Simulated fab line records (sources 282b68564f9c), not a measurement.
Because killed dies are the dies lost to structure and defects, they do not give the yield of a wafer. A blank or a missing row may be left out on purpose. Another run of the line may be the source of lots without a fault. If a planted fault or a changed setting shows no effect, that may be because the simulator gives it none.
Which tool was responsible? | flow rit-cmos | 42 wafers from 14 lots sampled at 5 of the route's 202 steps

WHAT THE GAUGES READ, wafer by wafer
RIT_NSD_OVL_MEAS_06. Usual: for NSD_OVL the level is 0.6 nm and the standard deviation is 1.2.
lot  | measured    | on         | NSD_OVL (nm)  | flag
L160 | day 2 23:11 | overlay-02 | 1.1 -1.0 -0.4 |
L161 | day 3 06:07 | overlay-01 | 1.4 -1.2 0.3  |
L162 | day 3 09:02 | overlay-02 | 1.8 2.0 0.8   |
L164 | day 3 20:17 | overlay-02 | 0.2 1.7 -0.9  |
L165 | day 4 00:31 | overlay-02 | -2.5 -0.3 0.4 |
L166 | day 4 05:22 | overlay-02 | -0.7 0.4 -1.0 |
L167 | day 4 09:26 | overlay-01 | 3.2 2.1 0.9   |
L170 | day 5 00:53 | overlay-02 | 1.3 0.5 2.9   |
L172 | day 5 12:06 | overlay-02 | -0.9 0.2 0.6  |
L175 | day 6 04:47 | overlay-01 | 3.1 -0.1 2.5  |
L177 | day 6 12:54 | overlay-02 | 1.7 0.4 -1.0  |
L179 | day 6 22:14 | overlay-01 | 1.8 0.1 1.0   |
L181 | day 7 07:38 | overlay-01 | 0.1 -0.1 -0.4 |
L183 | day 7 17:05 | overlay-01 | -1.3 1.8 -0.1 |

RIT_SDANNEAL_RS_MEAS_04: measures by four-point-probe. Usual: for PSD_RS the level is 115.9 ohm/sq and the standard deviation is 0.32.
lot  | measured    | on            | PSD_RS (ohm/sq)               | flag
L160 | day 3 01:47 | film-metro-02 | 115.5 115.6 115.9             |
L161 | day 3 08:52 | film-metro-03 | 116.0 115.8 116.0             |
L162 | day 3 11:27 | film-metro-04 | 116.4 115.7 115.8             |
L164 | day 3 22:50 | film-metro-03 | 116.1 116.2 116.2             |
L165 | day 4 02:56 | film-metro-04 | 116.4 116.3 116.0             |
L166 | day 4 07:49 | film-metro-03 | 116.1 116.3 116.1             |
L167 | day 4 11:53 | film-metro-04 | 116.3 116.2 116.2             |
L170 | day 5 03:29 | film-metro-02 | 94.3 93.7 94.1 94.1 93.7 94.1 | OFF
L172 | day 5 14:42 | film-metro-04 | 93.7 93.5 93.8 93.6 93.6 93.9 | OFF
L175 | day 6 07:22 | film-metro-04 | 115.7 115.6 116.0             |
L177 | day 6 15:20 | film-metro-03 | 116.3 116.2 115.9             |
L179 | day 7 00:47 | film-metro-02 | 115.1 115.4 115.7             |
L181 | day 7 10:10 | film-metro-02 | 115.7 115.8 115.8             |
L183 | day 7 19:44 | film-metro-02 | 116.4 116.3 115.8             |

RIT_M1_BOW_MEAS_16. Usual: for M1_BOW the level is 17 um and the standard deviation is 6.3.
lot  | measured    | on            | M1_BOW (um) | flag
L160 | day 3 09:14 | film-metro-04 | 9 21 8      |
L161 | day 3 16:05 | film-metro-03 | 15 13 15    |
L162 | day 3 19:30 | film-metro-03 | 12 15 15    |
L164 | day 4 06:22 | film-metro-03 | 24 30 10    |
L165 | day 4 10:17 | film-metro-02 | 15 19 9     |
L166 | day 4 16:40 | film-metro-04 | 23 14 22    |
L167 | day 4 19:32 | film-metro-04 | 13 10 19    |
L175 | day 6 14:48 | film-metro-03 | 18 12 19    |
L177 | day 6 23:20 | film-metro-04 | 5 25 7      |
L179 | day 7 09:26 | film-metro-04 | 16 14 15    |
L181 | day 7 17:35 | film-metro-04 | 18 13 20    |
L183 | day 8 02:53 | film-metro-03 | 19 25 10    |

WHAT TOOL EACH LOT RAN ON (gives the tool, then ch and the chambers of the sampled wafers, and finally the start)
lot  | RIT_GATE_STRIP_20                   | RIT_SDANNEAL_RTA_03
L160 | plasma-asher-01 ch 1, day 2 13:21   | rtp-anneal-02 ch 0, day 3 01:43
L161 | plasma-asher-03 ch 0,1, day 2 20:09 | rtp-anneal-01 ch 0, day 3 08:44
L162 | plasma-asher-01 ch 0,1, day 2 23:04 | rtp-anneal-02 ch 0, day 3 11:23
L164 | plasma-asher-04 ch 0,1, day 3 08:46 | rtp-anneal-02 ch 0, day 3 22:47
L165 | plasma-asher-03 ch 0,1, day 3 14:10 | rtp-anneal-01 ch 0, day 4 02:52
L166 | plasma-asher-04 ch 0,1, day 3 19:46 | rtp-anneal-02 ch 0, day 4 07:45
L167 | plasma-asher-01 ch 0,1, day 3 23:31 | rtp-anneal-01 ch 0, day 4 11:49
L170 | plasma-asher-04 ch 0,1, day 4 15:00 | rtp-anneal-02 ch 0, day 5 03:26
L172 | plasma-asher-01 ch 0,1, day 5 01:27 | rtp-anneal-02 ch 0, day 5 14:37
L175 | plasma-asher-04 ch 0,1, day 5 17:47 | rtp-anneal-01 ch 0, day 6 07:19
L177 | plasma-asher-01 ch 0,1, day 6 02:59 | rtp-anneal-01 ch 0, day 6 15:16
L179 | plasma-asher-01 ch 0,1, day 6 12:31 | rtp-anneal-01 ch 0, day 7 00:43
L181 | plasma-asher-04 ch 0,1, day 6 21:47 | rtp-anneal-01 ch 0, day 7 10:07
L183 | plasma-asher-01 ch 0,1, day 7 07:26 | rtp-anneal-01 ch 0, day 7 19:40
- RIT_GATE_STRIP_20: strips in O2, time 180 s.
- RIT_SDANNEAL_RTA_03: time 5 s.

AS READ BY THE TOOLS THEMSELVES (means over the sampled wafers that have a number; for cases with no such wafer, the mark the record gives instead)
RIT_GATE_STRIP_20. Usual: chamber-pressure-mTorr 4000 mTorr, standard deviation 3.5; drypump-motor-current-A 5.7 A, standard deviation 0.46.
lot  | tool            | chamber-pressure-mTorr (mTorr) | drypump-motor-current-A (A) | flag
L160 | plasma-asher-01 | 3994                           | 6.3                         |
L161 | plasma-asher-03 | 4001                           | 5.7                         |
L162 | plasma-asher-01 | 3997                           | 5.8                         |
L164 | plasma-asher-04 | 4001                           | 5.4                         |
L165 | plasma-asher-03 | 3996                           | 5.9                         |
L166 | plasma-asher-04 | 4003                           | 5.5                         |
L167 | plasma-asher-01 | 3998                           | 5.8                         |
L170 | plasma-asher-04 | 3999                           | 5.5                         |
L172 | plasma-asher-01 | 4000                           | 5.8                         |
L175 | plasma-asher-04 | 3999                           | 5.2                         |
L177 | plasma-asher-01 | 4002                           | 6.1                         |
L179 | plasma-asher-01 | 3998                           | 5.8                         |
L181 | plasma-asher-04 | 4000                           | 5.2                         |
L183 | plasma-asher-01 | 4002                           | 6.1                         |

RIT_SDANNEAL_RTA_03. Usual: 1053.5 for wafer_temp_C_max, sd 1.1.
lot  | tool          | wafer_temp_C_max | flag
L160 | rtp-anneal-02 | 1053.8           |
L161 | rtp-anneal-01 | 1052.4           |
L162 | rtp-anneal-02 | 1052.4           |
L164 | rtp-anneal-02 | 1053.5           |
L165 | rtp-anneal-01 | 1053.8           |
L166 | rtp-anneal-02 | 1053.9           |
L167 | rtp-anneal-01 | 1054.3           |
L170 | rtp-anneal-02 | 1086.1           | OFF
L172 | rtp-anneal-02 | 1086.4           | OFF
L175 | rtp-anneal-01 | 1052.9           |
L177 | rtp-anneal-01 | 1054.0           |
L179 | rtp-anneal-01 | 1053.0           |
L181 | rtp-anneal-01 | 1053.5           |
L183 | rtp-anneal-01 | 1054.7           |

THE ANSWER, worked out from the rows above alone
Rule: lot off if the mean of its wafers having a number is beyond 3 standard deviations from the usual mean. Also off: a lot with no number at a reading for which 4 or more lots have one. All remaining lots with rows at the step are treated as sound. First the gauges in route order, then the tools' own readings, where a lot's mean is used as printed above. At the first step where some lot is off, the reading lying furthest off is the one used; lots without a number count as furthest.
Off: at RIT_SDANNEAL_RS_MEAS_04 (PSD_RS), L170, L172.
If a tool, at a process step before that reading, ran all the lots that are off and no sound lot after the first of them, it fits. Not tried: the gauges at RIT_SDANNEAL_RS_MEAS_04; whatever is off there is also off at RIT_SDANNEAL_RTA_03, on other tools, and gauge error can't account for it. One candidate fits, namely rtp-anneal-02 at RIT_SDANNEAL_RTA_03. A fault onset in the window from L166 (day 4 07:45, its last sound lot) to L170 (day 5 03:26, its first lot off) fits.
On the lots that are off, the tool's own readings at RIT_SDANNEAL_RTA_03 differ by more than 5 times the standard deviation of the sound lots' means, which bears it out; wafer_temp_C_max reads 1086.2 there versus 1053.5 on the sound lots.

WHAT WAS PUT IN BY THE SIMULATOR
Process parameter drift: rtp-anneal-02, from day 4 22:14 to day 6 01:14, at RIT_SDANNEAL_RTA_03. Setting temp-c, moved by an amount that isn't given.
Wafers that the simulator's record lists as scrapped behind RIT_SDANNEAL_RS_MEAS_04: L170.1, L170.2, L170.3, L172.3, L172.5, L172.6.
Lots struck among those shown: L170, L172. The rule above reached the same finding.
